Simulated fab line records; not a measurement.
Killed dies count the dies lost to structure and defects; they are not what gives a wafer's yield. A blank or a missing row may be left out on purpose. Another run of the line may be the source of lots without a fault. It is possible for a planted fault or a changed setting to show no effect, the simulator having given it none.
The tool behind it: which one?    flow berkeley-cmos170    14 lots with 42 wafers sampled at 2 steps, on a route of 331 steps

WHAT THE GAUGES READ, wafer by wafer
UCB170_PLDD_CD_MEAS_06: the cd target is 1200 nm. Usual: cd-nm at 1200.4 nm, with a standard deviation of 1.6.
lot   measured      on         cd-nm (nm)            flag
L204  day 6 03:36   cd-sem-02  1201.1 1200.7 1201.8  
L206  day 6 16:48   cd-sem-02  1200.0 1197.5 1200.2  
L205  day 6 17:19   cd-sem-01  1201.1 1201.1 1200.5  
L207  day 6 17:33   cd-sem-01  1201.1 1201.6 1202.3  
L215  day 8 08:53   cd-sem-01  - - -                 OFF
L214  day 8 09:10   cd-sem-02  - - -                 OFF
L220  day 9 18:56   cd-sem-02  1201.4 1201.8 1200.7  
L219  day 9 19:22   cd-sem-02  1201.2 1200.9 1201.0  
L221  day 9 22:52   cd-sem-01  1201.0 1201.0 1200.6  
L222  day 9 23:10   cd-sem-02  1199.9 1199.4 1200.7  
L223  day 10 08:05  cd-sem-01  1198.1 1197.6 1198.9  
L224  day 10 08:22  cd-sem-01  1200.5 1200.6 1200.2  
L225  day 10 17:33  cd-sem-02  1198.0 1197.4 1198.3  
L226  day 11 11:39  cd-sem-02  1198.6 1198.6 1198.7  

WHAT TOOL EACH LOT RAN ON (gives the tool, then ch and the chambers of the sampled wafers, and finally the start)
lot   UCB170_PLDD_PEB_04
L204  litho-track-02 ch 0, day 6 03:20
L206  litho-track-04 ch 0, day 6 16:31
L205  litho-track-01 ch 0, day 6 17:02
L207  litho-track-02 ch 0, day 6 17:17
L215  litho-track-04, day 8 08:37
L214  litho-track-01, day 8 08:54
L220  litho-track-01 ch 0, day 9 18:39
L219  litho-track-02 ch 0, day 9 19:06
L221  litho-track-01 ch 0, day 9 22:36
L222  litho-track-01 ch 0, day 9 22:54
L223  litho-track-02 ch 0, day 10 07:49
L224  litho-track-02 ch 0, day 10 08:05
L225  litho-track-01 ch 0, day 10 17:16
L226  litho-track-01 ch 0, day 11 11:23
- UCB170_PLDD_PEB_04

WHAT THE TOOLS THEMSELVES READ (means of the sampled wafers that have a number; where no wafer has one, the mark that the record gives instead)
UCB170_PLDD_PEB_04. Usual: chill-plate-temp-C 22.99 C, standard deviation 0.1; exhaust-pa 45.2 Pa, standard deviation 0.96; heater-power-total-W 56.80 W, standard deviation 0.046.
lot   tool            chill-plate-temp-C (C)  exhaust-pa (Pa)  heater-power-total-W (W)  flag
L204  litho-track-02  23.12                   44.2             56.80                     
L206  litho-track-04  23.19                   46.0             56.82                     
L205  litho-track-01  22.93                   45.0             56.76                     
L207  litho-track-02  22.97                   44.2             56.80                     
L215  litho-track-04  -                       -                -                         OFF
L214  litho-track-01  -                       -                -                         OFF
L220  litho-track-01  22.97                   43.8             56.78                     
L219  litho-track-02  22.89                   44.7             56.79                     
L221  litho-track-01  23.11                   44.9             56.79                     
L222  litho-track-01  23.01                   44.9             56.83                     
L223  litho-track-02  23.05                   46.9             56.81                     
L224  litho-track-02  22.96                   44.7             56.80                     
L225  litho-track-01  22.95                   45.3             56.82                     
L226  litho-track-01  22.92                   44.6             56.80                     

THE ANSWER, worked out from the rows above alone
Rule: a lot is off if the mean of its wafers that have a number lies more than 3 standard deviations from the usual mean. A lot without any number at a reading at which 4 lots or more have one is off too. The other lots that the step has rows for count as sound. Order of review: gauges by route order, followed by the tools' own readings, for which a lot's mean as printed above is used. The first step at which some lot is off is used, and at that step the reading that is off furthest; a lot without a number counts as furthest.
Off at UCB170_PLDD_CD_MEAS_06 (cd-nm): L215, L214. Without a number there: L215, L214.
If a tool, at a process step before that reading, ran all the lots that are off and no sound lot after the first of them, it fits. Not tried: the gauges at UCB170_PLDD_CD_MEAS_06; whatever is off there is also off at UCB170_PLDD_PEB_04, on other tools, and gauge error can't account for it. Not one of the candidates tried fits.

WHAT WAS PUT IN BY THE SIMULATOR
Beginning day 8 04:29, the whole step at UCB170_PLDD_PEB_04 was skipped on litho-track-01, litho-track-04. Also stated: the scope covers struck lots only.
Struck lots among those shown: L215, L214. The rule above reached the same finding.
